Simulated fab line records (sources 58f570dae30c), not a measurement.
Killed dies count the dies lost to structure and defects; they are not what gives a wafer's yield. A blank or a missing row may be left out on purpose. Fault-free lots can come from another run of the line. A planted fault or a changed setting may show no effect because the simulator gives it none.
fab line records | flow berkeley-cmos170 | part 2 of 2: steps 28 to 40 of 40
record: lots: 5 wafers: 15 last-day: 13
route steps=331 shown NWELL@24 PWELL@34 WELLDRIVE@55 ACTIVE@60
lots that met no fault: from a run of the same line without faults
start-h: hours from the record's first day to the start of the lot's first wafer shown | wait-h: hours since the lot's step before | " unchanged from the row above | L1.1+2: a single row standing in for several wafers | - no value present, or no start provided | * or withheld: withheld | < > ~ a bound
route shown NAME@n: a module of which the file shows steps, and the number in the route of the first | usual: mean/standard deviation taken from wafers without a fault | same: alike in all rows | chamber/n: place in a boat | sites: readings site by site | _std_site: standard deviation of those values | _edge_site: outer sites' mean less inner sites' | radius-mm: for every site, how far away it sits from the centre of the wafer | mask NAME#n: copy n | behind: tool/chamber where the wafer was last shaped | hold: what put the lot on hold/how long, in hours/how the hold closed | device: the transistor (n, p or np) that didn't switch | end of line: tests run on the same wafers once the route is complete | a step without rows: its recipe alone | killed: count of dies lost to structure and defects at first sort (not the wafer's yield) | map: dies across one wafer; x = killed, . = not, _ = none there
set.NAME: the setting the step ran with; set.NAME@STEP: the setting that earlier step ran with | model.NAME: the simulator's own value behind a step, which no gauge read
lots at selected steps of the route; one table per step, one row per wafer
services: the hour from which a tool's chamber was out of use, counted from the record's first day as start-h (under 0 if before that day), plus the number of hours and why
== steps ==
step: UCB170_PWELL_TW_MEAS_17
usual: PWELL_TW: 377.2/2.8
columns lot.wafer tool chamber start-h wait-h PWELL_TW
L078.1 film-metro-03 - 85.14 0.1 384.2
L078.2 " - " " 384.1
L078.4 " - " " 382.4
L080.2 film-metro-01 - 85.38 0.1 375.9
L080.5 " - " " 376.1
L080.6 " - " " 377.1
L083.1 film-metro-02 - 118.26 0.1 378.2
L083.3 " - " " 378.1
L083.4 " - " " 375.5
L091.3 film-metro-01 - 144.32 0.1 376.8
L091.4 " - " " 376.5
L091.6 " - " " 378.5
L095.1 film-metro-01 - 161.57 0.1 373.9
L095.2 " - " " 375.5
L095.5 " - " " 372.9
step: UCB170_PWELL_CLEAN_18
recipe: chemistry: SPM temp-c: 120 time-s: 600
columns lot.wafer tool chamber start-h wait-h
L078.1+2+4 wet-bench-02 1 85.21 0.1
L080.2+5+6 wet-bench-01 0 87.18 1.8
L083.1+3+4 wet-bench-01 3 118.32 0.1
L091.3+4+6 wet-bench-01 2 144.36 0.0
L095.1+2+5 wet-bench-02 2 161.83 0.2
step: UCB170_PWELL_WET_ETCH_19
recipe: chemistry: H3PO4 target: Si3N4 temp-c: 160 time-s: 14400
columns lot.wafer tool chamber start-h wait-h
L078.1+2+4 wet-bench-01 0 87.36 2.0
L080.2+5+6 wet-bench-03 2 89.53 2.2
L083.1+3+4 wet-bench-01 0 118.51 0.0
L091.3+4+6 wet-bench-01 3 144.74 0.2
L095.1+2+5 wet-bench-02 1 162.18 0.2
step: UCB170_PWELL_WET_ETCH_20
recipe: chemistry: BOE dilution: 5:1 target: SiO2 temp-c: 25 time-s: 22
columns lot.wafer tool chamber start-h wait-h
L078.1+2+4 wet-bench-02 0 91.36 0.0
L080.2+5+6 wet-bench-01 0 93.57 0.0
L083.1+3+4 wet-bench-02 1 123.50 0.6
L091.3+4+6 wet-bench-01 3 149.68 0.6
L095.1+2+5 wet-bench-03 1 166.19 0.0
step: UCB170_WELLDRIVE_CLEAN_00
recipe: chemistry: SPM temp-c: 120 time-s: 600
columns lot.wafer tool chamber start-h wait-h
L078.1+2+4 wet-bench-01 0 91.38 0.0
L080.2+5+6 wet-bench-03 2 93.71 0.1
L083.1+3+4 wet-bench-01 2 126.91 3.4
L091.3+4+6 wet-bench-01 0 149.75 0.1
L095.1+2+5 wet-bench-02 2 166.20 0.0
step: UCB170_WELLDRIVE_OXIDATION_01
recipe: temp-c: 1100 ambient: O2 target-thk-a: 1990 ox-time-s: 9000
usual: zone-power-centre-pct: 52.8/2.4 zone-power-source-pct: 43.6/2.1
same: ox-time-s: 9000
columns lot.wafer tool chamber start-h wait-h zone-power-centre-pct zone-power-source-pct
L078.1 furnace-01 0 96.28 4.7 49.8 45.1
L078.2 " 0 " " 49.4 44.6
L078.4 " 0 " " 50.0 44.3
L080.2 furnace-01 0 96.28 2.4 49.4 44.3
L080.5 " 0 " " 49.0 44.2
L080.6 " 0 " " 48.9 44.9
L083.1 furnace-04 0 130.09 3.0 54.2 43.5
L083.3 " 0 " " 54.1 43.8
L083.4 " 0 " " 55.2 43.3
L091.3 furnace-01 0 152.38 2.4 50.0 44.1
L091.4 " 0 " " 50.5 44.8
L091.6 " 0 " " 50.8 45.2
L095.1 furnace-04 0 171.67 5.3 55.1 43.6
L095.2 " 0 " " 55.2 43.5
L095.5 " 0 " " 53.9 44.0
step: UCB170_WELLDRIVE_THK_MEAS_02
recipe: reads: SiO2_of_WELLDRIVE_OXIDATION_01
usual: WELLDRIVE_OXIDE_THK: 198/3
columns lot.wafer tool chamber start-h wait-h WELLDRIVE_OXIDE_THK[nm]
L078.1 film-metro-04 - 99.78 0.0 193
L078.2 " - " " 193
L078.4 " - " " 197
L080.2 film-metro-01 - 99.87 0.1 195
L080.5 " - " " 197
L080.6 " - " " 195
L083.1 film-metro-03 - 133.59 0.0 193
L083.3 " - " " 197
L083.4 " - " " 194
L091.3 film-metro-03 - 155.90 0.0 197
L091.4 " - " " 196
L091.6 " - " " 195
L095.1 film-metro-03 - 175.17 0.0 204
L095.2 " - " " 198
L095.5 " - " " 198
step: UCB170_WELLDRIVE_ANNEAL_03
recipe: temp-c: 1100 time-s: 900 ambient: N2
usual: zone-power-centre-pct: 53.0/2.2 zone-power-source-pct: 42/3.2
columns lot.wafer tool chamber start-h wait-h zone-power-centre-pct zone-power-source-pct
L078.1 furnace-04 0 105.04 5.2 55.1 44
L078.2 " 0 " " 53.9 45
L078.4 " 0 " " 54.2 44
L080.2 furnace-04 0 105.04 5.2 53.9 43
L080.5 " 0 " " 54.1 43
L080.6 " 0 " " 54.4 44
L083.1 furnace-01 0 138.58 5.0 48.7 44
L083.3 " 0 " " 50.4 44
L083.4 " 0 " " 50.5 44
L091.3 furnace-02 0 158.52 2.6 53.8 37
L091.4 " 0 " " 54.0 37
L091.6 " 0 " " 53.7 37
L095.1 furnace-04 0 179.19 4.0 55.8 44
L095.2 " 0 " " 54.4 43
L095.5 " 0 " " 55.9 44
step: UCB170_WELLDRIVE_WET_ETCH_04
recipe: chemistry: BOE dilution: 5:1 target: SiO2 temp-c: 25 time-s: 120
columns lot.wafer tool chamber start-h wait-h
L078.1+2+4 wet-bench-02 1 109.15 2.9
L080.2+5+6 wet-bench-02 3 109.15 2.9
L083.1+3+4 wet-bench-03 0 139.83 0.0
L091.3+4+6 wet-bench-01 1 159.77 0.0
L095.1+2+5 wet-bench-02 1 180.49 0.0
step: UCB170_ACTIVE_CLEAN_00
recipe: chemistry: SPM temp-c: 120 time-s: 600
columns lot.wafer tool chamber start-h wait-h
L078.1+2+4 wet-bench-02 3 109.26 0.1
L080.2+5+6 wet-bench-02 2 109.26 0.1
L083.1+3+4 wet-bench-02 0 139.87 0.0
L091.3+4+6 wet-bench-02 2 159.81 0.0
L095.1+2+5 wet-bench-02 2 180.53 0.0
step: UCB170_ACTIVE_CLEAN_01
recipe: chemistry: dHF dilution: 25:1 time-s: 60
columns lot.wafer tool chamber start-h wait-h
L078.1+2+4 wet-bench-03 2 109.51 0.1
L080.2+5+6 wet-bench-03 2 109.51 0.1
L083.1+3+4 wet-bench-03 2 140.05 0.0
L091.3+4+6 wet-bench-03 0 160.00 0.0
L095.1+2+5 wet-bench-02 2 180.77 0.1
step: UCB170_ACTIVE_OXIDATION_02
recipe: temp-c: 1000 ambient: O2 target-thk-a: 264 ox-time-s: 1260
usual: zone-power-centre-pct: 46.5/2.1 zone-power-source-pct: 34.0/2.3
same: ox-time-s: 1260
columns lot.wafer tool chamber start-h wait-h zone-power-centre-pct zone-power-source-pct
L078.1 furnace-04 0 110.45 0.9 47.9 35.1
L078.2 " 0 " " 49.4 34.1
L078.4 " 0 " " 48.4 35.1
L080.2 furnace-04 0 110.45 0.9 48.4 34.5
L080.5 " 0 " " 49.3 34.6
L080.6 " 0 " " 49.5 34.0
L083.1 furnace-01 0 142.53 2.5 44.9 36.2
L083.3 " 0 " " 45.0 35.6
L083.4 " 0 " " 44.4 35.2
L091.3 furnace-01 0 162.97 2.9 45.1 35.4
L091.4 " 0 " " 44.6 35.3
L091.6 " 0 " " 44.7 34.8
L095.1 furnace-02 0 186.05 5.3 48.9 28.7
L095.2 " 0 " " 47.3 29.2
L095.5 " 0 " " 47.4 28.5
step: UCB170_ACTIVE_THK_MEAS_03
recipe: reads: SiO2_of_ACTIVE_OXIDATION_02
usual: ACTIVE_OXIDE_THK: 26.4/0.42
columns lot.wafer tool chamber start-h wait-h ACTIVE_OXIDE_THK[nm]
L080.2 film-metro-01 - 111.81 0.0 25.9
L080.5 " - " " 25.9
L080.6 " - " " 25.7
L078.1 film-metro-04 - 111.86 0.1 25.8
L078.2 " - " " 25.6
L078.4 " - " " 25.7
L083.1 film-metro-01 - 143.88 0.0 26.5
L083.3 " - " " 27.0
L083.4 " - " " 26.8
L091.3 film-metro-02 - 164.34 0.0 26.1
L091.4 " - " " 25.9
L091.6 " - " " 26.2
L095.1 film-metro-02 - 187.40 0.0 26.9
L095.2 " - " " 26.6
L095.5 " - " " 26.7
== services ==
columns tool chamber start-h hours kind
wet-bench-02 - 32.38 2.7 repair
krf-scanner-02 - 33.51 0.9 repair
rie-diel-01 3 34.82 9.1 repair
plasma-asher-02 - 55.63 1.2 repair
krf-scanner-02 - 58.25 1.0 pm
krf-scanner-02 - 74.34 0.4 repair
rie-diel-04 3 85.30 6.5 repair
krf-scanner-01 - 86.13 1.0 pm
krf-scanner-02 - 86.54 0.2 repair
krf-scanner-01 - 87.13 0.8 pm
rie-diel-03 - 92.74 2.8 pm
krf-scanner-02 - 97.74 3.6 pm
krf-scanner-01 - 101.40 4.4 pm
krf-scanner-02 - 110.73 1.3 pm
rie-diel-02 - 111.00 1.7 repair
krf-scanner-02 - 112.87 0.5 repair
implanter-03 - 121.25 1.4 repair
implanter-02 - 134.38 2.8 pm
rie-diel-02 1 139.45 7.7 repair
furnace-04 - 141.19 3.4 pm
rie-diel-04 1 151.84 6.9 repair
krf-scanner-02 - 158.60 0.8 pm
rie-diel-02 1 162.33 7.0 repair
furnace-04 - 163.54 4.0 pm
